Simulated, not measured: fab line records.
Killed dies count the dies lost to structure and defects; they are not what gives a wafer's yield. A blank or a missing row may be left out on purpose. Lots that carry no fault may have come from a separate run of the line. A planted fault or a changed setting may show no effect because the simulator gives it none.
A lot that was struck, set against a sound lot -- flow rit_cmos -- 27 steps out of a route of 202
Sound: the wafers L392.1, L392.3, L392.5. Struck: wafer L407.1. The cause is named last.
For every step that has rows: the tool of each side, followed by ch and its chambers, followed by its first start. Under that, the readings that differ: sound wafers -- struck wafers -- difference of the means -- sigmas: that difference in standard deviations of wafers without a fault.
alike: readings whose means differ by less than 2 such deviations, and words and numbers that are the same on both sides. not compared: withheld readings, readings that some wafer has no value for, bounds like >300 that may hide the same value, and numbers for which the record gives no deviation and whose values overlap.
Wherever a step has rows on one side only, a row that says differs or no value, or a row with sigmas, the two part there. Numbers that have no deviation but don't overlap get no sigmas and don't part them. A reading missing from all wafers of one side parts the sides only when that side holds two or more wafers.

first, 4 steps without rows for these wafers: RIT_CONTACT_SOFTBAKE_04 (time 60 s); RIT_CONTACT_EXPOSE_05 (exposes mask M11, target cd 1000 nm); RIT_CONTACT_PEB_06; RIT_CONTACT_DEVELOP_07 (develop time 120 s).
RIT_CONTACT_CD_MEAS_08 targets a cd of 1000 nm.
  struck on cd_sem-02, day 7 14:23; sound on cd_sem-01, day 3 16:05
reading,sound,struck,difference,sigmas
cd_nm (nm),998.1 995.8 995.8,1001.2,+4.6,+2
RIT_CONTACT_OVL_MEAS_09:
  struck on overlay-01, day 7 14:31; sound on overlay-01, day 3 16:13
  alike: CONTACT_OVL
then, 1 step without rows for these wafers: RIT_CONTACT_HARDBAKE_10 (time 60 s).
RIT_CONTACT_ETCH_11: etches SiO2 in CHF3/CF4/Ar, stops on TiSi2, target depth 480 nm, time 320 s.
  sound on rie_diel-03 ch 1,2, day 3 16:24; struck on rie_diel-04 ch 1, day 7 14:42
reading,sound,struck,difference,sigmas
drypump_motor_current_A (A),6.2 5.4 5.4,6.7,+1.0,+2
  alike: CHF3_flow_sccm, oes_product_au, rf_fwd_power_W, throttle_valve_pct
  not compared: rf_hours_counter_h
RIT_CONTACT_STRIP_12: strips in O2, time 180 s.
  sound on plasma_asher-04 ch 0,1, day 3 16:35; struck on plasma_asher-02 ch 0, day 7 14:53
reading,sound,struck,difference,sigmas
drypump_motor_current_A (A),5.6 5.4 5.4,6.1,+0.6,+2
  not compared: rf_hours_counter_h
RIT_CONTACT_CD_MEAS_90 targets a cd of 1000 nm.
  struck on cd_sem-02, day 7 15:04; sound on cd_sem-02, day 3 16:46
reading,sound,struck,difference,sigmas
cd_nm (nm),997.5 996.0 996.1,1001.0,+4.5,+2
then, 2 steps without rows for these wafers: RIT_CONTACT_CLEAN_13 (cleans in SC1, time 600 s); RIT_CONTACT_CLEAN_14 (cleans in SC2, time 600 s).
RIT_M1_SPUTTER_00: material Al, target thk 400 nm, time 500 s.
  struck on pvd_sputter-02, day 7 15:32; sound on pvd_sputter-03, day 3 17:14
reading,sound,struck,difference,sigmas
model.Al_of_M1_SPUTTER_00.thk_nm (nm),393.9 395.2 395.7,390.5,-4.4,
  alike: throttle_valve_pct
RIT_M1_RS_MEAS_01: the measuring method here is four-point-probe.
  struck on film_metro-02, day 7 15:50; sound on film_metro-03, day 3 17:32
  alike: M1_AL_RS
RIT_M1_THK_MEAS_02: measures by xrf.
  struck on film_metro-02, day 7 15:57; sound on film_metro-03, day 3 17:39
  alike: M1_AL_THK
then, 6 steps without rows for these wafers: RIT_M1_HMDS_03 (prime time 60 s); RIT_M1_COAT_04 (resist thk 1300 nm); RIT_M1_SOFTBAKE_05 (time 60 s); RIT_M1_EXPOSE_06 (exposes mask M12, target cd 2600 nm); RIT_M1_PEB_07; RIT_M1_DEVELOP_08 (develop time 68 s).
RIT_M1_CD_MEAS_09 targets a cd of 2600 nm.
  struck on cd_sem-02, day 7 16:53; sound on cd_sem-02, day 3 18:35
  alike: cd_nm
RIT_M1_OVL_MEAS_10:
  struck on overlay-02, day 7 17:01; sound on overlay-02, day 3 18:43
  alike: M1_OVL
then, 1 step without rows for these wafers: RIT_M1_HARDBAKE_11 (time 120 s).
RIT_M1_METAL_ETCH_12: etches Al in Cl2/BCl3, stops on SiO2, time 165 s, target depth 600 nm.
  sound on rie_metal-01 ch 1, day 3 19:00; struck on rie_metal-02 ch 0, day 7 17:18
reading,sound,struck,difference,sigmas
drypump_motor_current_A (A),6.7 6.7 6.7,5.3,-1.4,-3
oes_product_au (a.u.),0.787 0.785 0.784,0.761,-0.024,-2
model.etch.depth_nm (nm),393.9 395.2 395.7,390.5,-4.4,
model.M1.feature_depth_nm (nm),426.1 427.3 428.1,423.8,-3.4,
  alike: rf_fwd_power_W, throttle_valve_pct
  not compared: rf_hours_counter_h
then, 1 step without rows for these wafers: RIT_M1_STRIP_13 (strips in nmp, time 600 s).
RIT_M1_PROBE_99:
  struck on prober-02, day 7 19:33; sound on prober-02, day 3 21:15
reading,sound,struck,difference,sigmas
killed_at_contacts,0 0 0,1,+1,+3
  alike: killed_at_front_end, killed_dies, killed_open, killed_short

## WHERE THEY PART
At RIT_CONTACT_CD_MEAS_08 first; at RIT_M1_PROBE_99 last (within this record only).

WHY: whatever the simulator had introduced
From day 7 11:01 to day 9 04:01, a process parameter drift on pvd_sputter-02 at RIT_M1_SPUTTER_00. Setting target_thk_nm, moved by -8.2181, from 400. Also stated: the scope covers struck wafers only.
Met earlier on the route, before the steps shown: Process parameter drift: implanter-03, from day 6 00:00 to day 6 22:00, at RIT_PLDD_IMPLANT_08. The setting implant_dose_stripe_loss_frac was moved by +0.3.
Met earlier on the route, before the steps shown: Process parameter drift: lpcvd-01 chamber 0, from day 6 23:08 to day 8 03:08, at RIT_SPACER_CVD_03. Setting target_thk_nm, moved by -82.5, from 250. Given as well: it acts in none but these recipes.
